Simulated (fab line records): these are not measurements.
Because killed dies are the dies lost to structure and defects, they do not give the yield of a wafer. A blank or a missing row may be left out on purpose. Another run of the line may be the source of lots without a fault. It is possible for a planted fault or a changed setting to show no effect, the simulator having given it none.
The tool behind it: which one? || flow berkeley cmos170 || 14 lots with 42 wafers sampled at 3 steps, on a route of 331 steps

## WHAT EACH GAUGE READ, for each wafer
UCB170_M1_CD_MEAS_09 targets a cd of 700 nm. Usual: 700.2 nm for cd nm, sd 1.5.
{"lot": "L407", "measured": "day 6 21:24", "on": "cd sem-02", "cd nm (nm)": "698.1 698.3 697.3", "flag": ""}
{"lot": "L408", "measured": "day 7 14:56", "on": "cd sem-02", "cd nm (nm)": "702.3 701.6 701.9", "flag": ""}
{"lot": "L409", "measured": "day 7 21:34", "on": "cd sem-02", "cd nm (nm)": "700.7 700.9 700.5", "flag": ""}
{"lot": "L410", "measured": "day 8 10:43", "on": "cd sem-02", "cd nm (nm)": "703.3 701.9 699.9", "flag": ""}
{"lot": "L413", "measured": "day 8 10:55", "on": "cd sem-01", "cd nm (nm)": "703.1 702.1 701.7", "flag": ""}
{"lot": "L415", "measured": "day 8 21:21", "on": "cd sem-01", "cd nm (nm)": "701.3 700.1 701.4", "flag": ""}
{"lot": "L418", "measured": "day 9 12:33", "on": "cd sem-01", "cd nm (nm)": "701.4 700.7 700.2", "flag": ""}
{"lot": "L421", "measured": "day 9 23:02", "on": "cd sem-01", "cd nm (nm)": "700.0 699.0 699.1", "flag": ""}
{"lot": "L424", "measured": "day 10 03:56", "on": "cd sem-01", "cd nm (nm)": "699.3 700.1 698.7", "flag": ""}
{"lot": "L423", "measured": "day 10 06:15", "on": "cd sem-01", "cd nm (nm)": "702.0 702.8 701.6", "flag": ""}
{"lot": "L425", "measured": "day 10 21:47", "on": "cd sem-02", "cd nm (nm)": "696.9 697.2 696.1", "flag": ""}
{"lot": "L426", "measured": "day 11 03:32", "on": "cd sem-02", "cd nm (nm)": "700.4 699.2 702.4", "flag": ""}
{"lot": "L429", "measured": "day 11 09:22", "on": "cd sem-02", "cd nm (nm)": "699.7 700.8 700.6", "flag": ""}
{"lot": "L428", "measured": "day 11 09:59", "on": "cd sem-02", "cd nm (nm)": "701.0 700.4 699.4", "flag": ""}

UCB170_M1_CD_MEAS_90 targets a cd of 700 nm. Usual: 700.6 nm for cd nm, sd 2.4.
{"lot": "L407", "measured": "day 6 21:50", "on": "cd sem-01", "cd nm (nm)": "696.0 697.0 696.3", "flag": ""}
{"lot": "L408", "measured": "day 7 15:23", "on": "cd sem-02", "cd nm (nm)": "703.5 702.2 702.0", "flag": ""}
{"lot": "L409", "measured": "day 7 22:04", "on": "cd sem-01", "cd nm (nm)": "699.9 699.7 700.6", "flag": ""}
{"lot": "L410", "measured": "day 8 11:10", "on": "cd sem-02", "cd nm (nm)": "703.6 699.7 701.1", "flag": ""}
{"lot": "L413", "measured": "day 8 11:29", "on": "cd sem-01", "cd nm (nm)": "705.1 701.9 702.4", "flag": ""}
{"lot": "L415", "measured": "day 8 21:47", "on": "cd sem-01", "cd nm (nm)": "699.2 703.3 703.8", "flag": ""}
{"lot": "L418", "measured": "day 9 12:59", "on": "cd sem-02", "cd nm (nm)": "700.3 703.7 705.3", "flag": ""}
{"lot": "L421", "measured": "day 9 23:28", "on": "cd sem-01", "cd nm (nm)": "699.3 696.9 702.0", "flag": ""}
{"lot": "L424", "measured": "day 10 04:22", "on": "cd sem-01", "cd nm (nm)": "697.3 703.7 701.3", "flag": ""}
{"lot": "L423", "measured": "day 10 06:41", "on": "cd sem-01", "cd nm (nm)": "699.7 701.5 699.1", "flag": ""}
{"lot": "L425", "measured": "day 10 22:13", "on": "cd sem-01", "cd nm (nm)": "698.1 698.3 698.0", "flag": ""}
{"lot": "L426", "measured": "day 11 03:59", "on": "cd sem-01", "cd nm (nm)": "700.1 700.2 704.7", "flag": ""}
{"lot": "L429", "measured": "day 11 09:48", "on": "cd sem-02", "cd nm (nm)": "700.1 699.9 702.6", "flag": ""}
{"lot": "L428", "measured": "day 11 10:25", "on": "cd sem-01", "cd nm (nm)": "704.0 703.4 697.8", "flag": ""}

## WHAT TOOL EACH LOT RAN ON (gives the tool, then ch and the chambers of the sampled wafers, and finally the start)
{"lot": "L407", "UCB170_M1_METAL_ETCH_12": "rie metal-03 ch 0, day 6 21:35"}
{"lot": "L408", "UCB170_M1_METAL_ETCH_12": "rie metal-01 ch 0,1, day 7 15:07"}
{"lot": "L409", "UCB170_M1_METAL_ETCH_12": "rie metal-04 ch 0,1, day 7 21:46"}
{"lot": "L410", "UCB170_M1_METAL_ETCH_12": "rie metal-03 ch 0,1, day 8 10:55"}
{"lot": "L413", "UCB170_M1_METAL_ETCH_12": "rie metal-04 ch 0, day 8 11:08"}
{"lot": "L415", "UCB170_M1_METAL_ETCH_12": "rie metal-03 ch 0,1, day 8 21:33"}
{"lot": "L418", "UCB170_M1_METAL_ETCH_12": "rie metal-03 ch 0,1, day 9 12:44"}
{"lot": "L421", "UCB170_M1_METAL_ETCH_12": "rie metal-03 ch 0,1, day 9 23:13"}
{"lot": "L424", "UCB170_M1_METAL_ETCH_12": "rie metal-04 ch 0,1, day 10 04:07"}
{"lot": "L423", "UCB170_M1_METAL_ETCH_12": "rie metal-04 ch 0,1, day 10 06:27"}
{"lot": "L425", "UCB170_M1_METAL_ETCH_12": "rie metal-01 ch 1, day 10 21:58"}
{"lot": "L426", "UCB170_M1_METAL_ETCH_12": "rie metal-04 ch 0,1, day 11 03:44"}
{"lot": "L429", "UCB170_M1_METAL_ETCH_12": "rie metal-01 ch 0,1, day 11 09:34"}
{"lot": "L428", "UCB170_M1_METAL_ETCH_12": "rie metal-04 ch 0,1, day 11 10:10"}
- UCB170_M1_METAL_ETCH_12: etches Al in Cl2/BCl3, stops on PSG, target depth 780 nm, time 130 s.

## AS READ BY THE TOOLS THEMSELVES (means over the sampled wafers that have a number; for cases with no such wafer, the mark the record gives instead)
UCB170_M1_METAL_ETCH_12. Usual: bias w 120.0 W, standard deviation 0.35; drypump motor current A 5.6 A, standard deviation 0.34; he backside leak sccm 3.23 sccm, standard deviation 0.24; oes product au 0.850 a.u., standard deviation 0.015; throttle valve pct 24.4 %, standard deviation 0.34.
{"lot": "L407", "tool": "rie metal-03", "bias w (W)": 120.3, "drypump motor current A (A)": 5.7, "he backside leak sccm (sccm)": 3.39, "oes product au (a.u.)": 0.831, "throttle valve pct (%)": 24.4, "flag": ""}
{"lot": "L408", "tool": "rie metal-01", "bias w (W)": 120.0, "drypump motor current A (A)": 5.9, "he backside leak sccm (sccm)": 3.16, "oes product au (a.u.)": 0.855, "throttle valve pct (%)": 24.8, "flag": ""}
{"lot": "L409", "tool": "rie metal-04", "bias w (W)": 120.2, "drypump motor current A (A)": 5.3, "he backside leak sccm (sccm)": 3.16, "oes product au (a.u.)": 0.864, "throttle valve pct (%)": 24.2, "flag": ""}
{"lot": "L410", "tool": "rie metal-03", "bias w (W)": 119.9, "drypump motor current A (A)": 5.6, "he backside leak sccm (sccm)": 3.13, "oes product au (a.u.)": 0.844, "throttle valve pct (%)": 24.1, "flag": ""}
{"lot": "L413", "tool": "rie metal-04", "bias w (W)": 120.0, "drypump motor current A (A)": 5.3, "he backside leak sccm (sccm)": 3.16, "oes product au (a.u.)": 0.860, "throttle valve pct (%)": 24.0, "flag": ""}
{"lot": "L415", "tool": "rie metal-03", "bias w (W)": 119.9, "drypump motor current A (A)": 5.7, "he backside leak sccm (sccm)": 3.27, "oes product au (a.u.)": 0.833, "throttle valve pct (%)": 24.3, "flag": ""}
{"lot": "L418", "tool": "rie metal-03", "bias w (W)": 117.3, "drypump motor current A (A)": 5.6, "he backside leak sccm (sccm)": 3.45, "oes product au (a.u.)": 0.825, "throttle valve pct (%)": 24.3, "flag": "OFF"}
{"lot": "L421", "tool": "rie metal-03", "bias w (W)": 116.9, "drypump motor current A (A)": 5.6, "he backside leak sccm (sccm)": 3.57, "oes product au (a.u.)": 0.839, "throttle valve pct (%)": 24.1, "flag": "OFF"}
{"lot": "L424", "tool": "rie metal-04", "bias w (W)": 119.7, "drypump motor current A (A)": 5.3, "he backside leak sccm (sccm)": 3.31, "oes product au (a.u.)": 0.852, "throttle valve pct (%)": 24.2, "flag": ""}
{"lot": "L423", "tool": "rie metal-04", "bias w (W)": 120.2, "drypump motor current A (A)": 5.4, "he backside leak sccm (sccm)": 3.18, "oes product au (a.u.)": 0.856, "throttle valve pct (%)": 24.5, "flag": ""}
{"lot": "L425", "tool": "rie metal-01", "bias w (W)": 120.2, "drypump motor current A (A)": 5.2, "he backside leak sccm (sccm)": 3.28, "oes product au (a.u.)": 0.842, "throttle valve pct (%)": 24.7, "flag": ""}
{"lot": "L426", "tool": "rie metal-04", "bias w (W)": 119.8, "drypump motor current A (A)": 5.3, "he backside leak sccm (sccm)": 3.18, "oes product au (a.u.)": 0.865, "throttle valve pct (%)": 24.2, "flag": ""}
{"lot": "L429", "tool": "rie metal-01", "bias w (W)": 119.7, "drypump motor current A (A)": 5.5, "he backside leak sccm (sccm)": 3.09, "oes product au (a.u.)": 0.849, "throttle valve pct (%)": 24.7, "flag": ""}
{"lot": "L428", "tool": "rie metal-04", "bias w (W)": 119.8, "drypump motor current A (A)": 5.3, "he backside leak sccm (sccm)": 3.23, "oes product au (a.u.)": 0.864, "throttle valve pct (%)": 24.2, "flag": ""}

## THE ANSWER, worked out from the rows above alone
Rule: take the mean of a lot's wafers that have a number; if it is more than 3 standard deviations from the usual mean, the lot is off. A lot without any number at a reading at which 4 lots or more have one is off too. All remaining lots with rows at the step are treated as sound. The gauges are gone through in route order, then the tools' own readings, and for those a lot's mean is taken as printed above. At the first step where some lot is off, the reading lying furthest off is the one used; lots without a number count as furthest.
Off at UCB170_M1_METAL_ETCH_12 (bias w): L418, L421.
If a tool, at that step or one of the process steps before it, ran each lot that is off and ran no sound lot following the first of them, it fits. One candidate fits, namely rie metal-03 at UCB170_M1_METAL_ETCH_12. Its last sound lot is L415 (day 8 21:33), its first lot that is off L418 (day 9 12:44): a fault that began between those two fits.
The tool's own readings at UCB170_M1_METAL_ETCH_12 bear it out: on the lots that are off they differ by more than 5 times the standard deviation of the sound lots' means. bias w reads 117.1 W there against 120.0 W on the sound lots.

## WHAT THE SIMULATOR PUT IN
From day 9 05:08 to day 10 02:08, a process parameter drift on rie metal-03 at UCB170_M1_METAL_ETCH_12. Setting bias w shifted by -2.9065 from 120. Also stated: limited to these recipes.
Struck lots among those shown: L418, L421. This agrees with what the rule above found.
